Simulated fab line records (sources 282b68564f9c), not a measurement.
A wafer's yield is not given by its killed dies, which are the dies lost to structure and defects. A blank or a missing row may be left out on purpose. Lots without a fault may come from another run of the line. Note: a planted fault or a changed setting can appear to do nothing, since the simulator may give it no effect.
Chamber matching	flow rit cmos	rie diel-03 running RIT_CONTACT_ETCH_11: 4 sister chambers
The step etches SiO2 in CHF3/CF4/Ar, stops on TiSi2, target depth 480 nm, time 320 s. 14 wafers are shown with their chamber, then 7 later ones without.

== WAFERS, EACH WITH ITS CHAMBER ==
wafer	chamber	drypump motor current A (A)	throttle valve pct (%)	oes product au (a.u.)
L449.1	1	6.0	8.81	0.962
L449.3	0	5.6	8.84	1.024
L449.4	3	4.9	8.84	0.984
L452.3	0	5.6	8.83	1.019
L452.4	1	6.0	8.82	0.972
L452.6	1	6.0	8.79	0.975
L462.2	1	6.0	8.80	0.966
L462.3	2	5.8	8.91	0.986
L462.4	3	4.9	8.85	0.987
L464.1	0	5.6	8.82	1.015
L464.3	1	6.0	8.81	0.966
L464.5	3	4.8	8.84	0.984
L465.1	1	6.0	8.82	0.968
L465.4	2	5.8	8.91	0.978

SIGNATURES (averages over the wafers above)
reading	chamber 0	chamber 1	chamber 2	chamber 3	scatter within a chamber
drypump motor current A	5.600	6.000	5.800	4.867	0.0258
throttle valve pct	8.8300	8.8083	8.9100	8.8433	0.00975
oes product au	1.01933	0.96817	0.98200	0.98500	0.00433
Rule: distance of a wafer from a chamber = root of the sum over the readings of ((wafer's reading minus chamber's mean) / reading's scatter) squared. The wafer belongs to the nearest chamber; if the next one is less than 2 further off, it can't be placed. The scatter: take each reading less its chamber's mean, square it, sum over the shown wafers, divide by the number of wafers less the number of chambers, and take the root.

== WAFERS WITHOUT THEIR CHAMBER ==
wafer	drypump motor current A (A)	throttle valve pct (%)	oes product au (a.u.)
L465.5	6.0	8.82	0.971
L466.1	4.9	8.85	0.987
L466.4	6.0	8.80	0.975
L466.6	6.0	8.82	0.970
L468.1	6.0	8.81	0.965
L468.2	5.6	8.83	1.027
L468.4	5.8	8.91	0.978

== THE CHAMBER EACH PASSED THROUGH ==
wafer	from the rows above	in truth
L465.5	1	1
L466.1	3	3
L466.4	1	1
L466.6	1	1
L468.1	1	1
L468.2	0	0
L468.4	2	2
Placed correctly: 7 of 7. From these rows, 0 cannot be placed. Number placed wrongly: 0.
